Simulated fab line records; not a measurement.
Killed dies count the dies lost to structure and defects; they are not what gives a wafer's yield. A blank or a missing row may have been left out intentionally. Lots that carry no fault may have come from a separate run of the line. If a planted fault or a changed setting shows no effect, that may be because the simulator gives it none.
2 desks, one fault	flow berkeleyCmos170	each desk holds nothing but its own numbers, with what lay behind them at the end

## THE METROLOGY DESK
What the gauges read, lot by lot, whatever tool the lot ran on: means of the sampled wafers that have a number. A lot is out of limits, marked OUT, if its mean lies more than 4 standard deviations from the usual mean; the brackets give that distance.
Columns: A = ACTIVE_OVL at UCB170_ACTIVE_OVL_MEAS_14, usual 1 nm; B = CONTACT_PSG_THK at UCB170_CONTACT_THK_MEAS_02, usual 697 nm
lot	first seen here	A	B
L146	day 3 16:44	-3	698
L147	day 4 03:11	-7	692
L149	day 4 22:43	-0	699
L148	day 4 22:59	-1	688
L150	day 4 23:16	-3	702
L152	day 5 05:35	2	682
L151	day 5 05:42	5	691
L153	day 5 05:49	11	703
L156	day 6 03:22	1	703
L160	day 6 20:24	-5	886 (+24) OUT
L161	day 6 20:44	-4	874 (+22) OUT
L165	day 7 22:26	-1	680
L166	day 8 08:36	-7	698
L167	day 8 08:57	-8	697
This desk finds L160, L161 out of limits, with the earliest case on L160 at day 9 15:10 (CONTACT_PSG_THK at UCB170_CONTACT_THK_MEAS_02). Within limits: L146, L147, L149, L148, L150, L152, L151, L153, L156, L165, L166, L167.

## THE TOOL OWNER'S DESK: lpcvd-01
The tool's own readings at UCB170_CONTACT_CVD_01 (deposits PSG from SiH4/O2/PH3, target thk 700 nm, time 2820 s): means of the sampled wafers that have a number, for each lot that ran on this tool. A lot is out of limits, marked OUT, if its mean lies more than 4 standard deviations from the usual mean; the brackets give that distance.
Columns: A = o2FlowSccm at UCB170_CONTACT_CVD_01, usual 89.96 sccm; B = sih4FlowSccm at UCB170_CONTACT_CVD_01, usual 59.98 sccm; C = zonePowerSourcePct at UCB170_CONTACT_CVD_01, usual 6.7 %
lot	first seen here	A	B	C
L147	day 6 12:41	89.77	59.83	6.1
L149	day 7 07:45	90.11	60.04	6.7
L151	day 7 14:34	89.85	59.86	6.1
L160	day 9 13:21	134.82 (+99 or more) OUT	59.95	6.1
L161	day 9 15:08	134.81 (+99 or more) OUT	60.08	6.7
This desk's verdict: out of limits on L160, L161, starting with L160 at day 9 13:21 (o2FlowSccm at UCB170_CONTACT_CVD_01). Within limits: L147, L149, L151.

## BROUGHT TOGETHER
The tool owner's desk could have raised an alarm at day 9 13:21, on L160, L161.
On L160, L161, the metrology desk was in a position to raise an alarm at day 9 15:10.
UCB170_CONTACT_CVD_01 was run on lpcvd-01 by each of the lots named.

## WHAT THE SIMULATOR PUT IN
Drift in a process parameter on lpcvd-01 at UCB170_CONTACT_CVD_01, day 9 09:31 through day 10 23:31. A move of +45 in setting o2FlowSccm, from 90.
Shown lots that were struck: L160, L161.
Delay (hours) between the fault's onset and each desk's first out-of-limits reading: 4 at the tool owner's desk, 6 at the metrology desk.
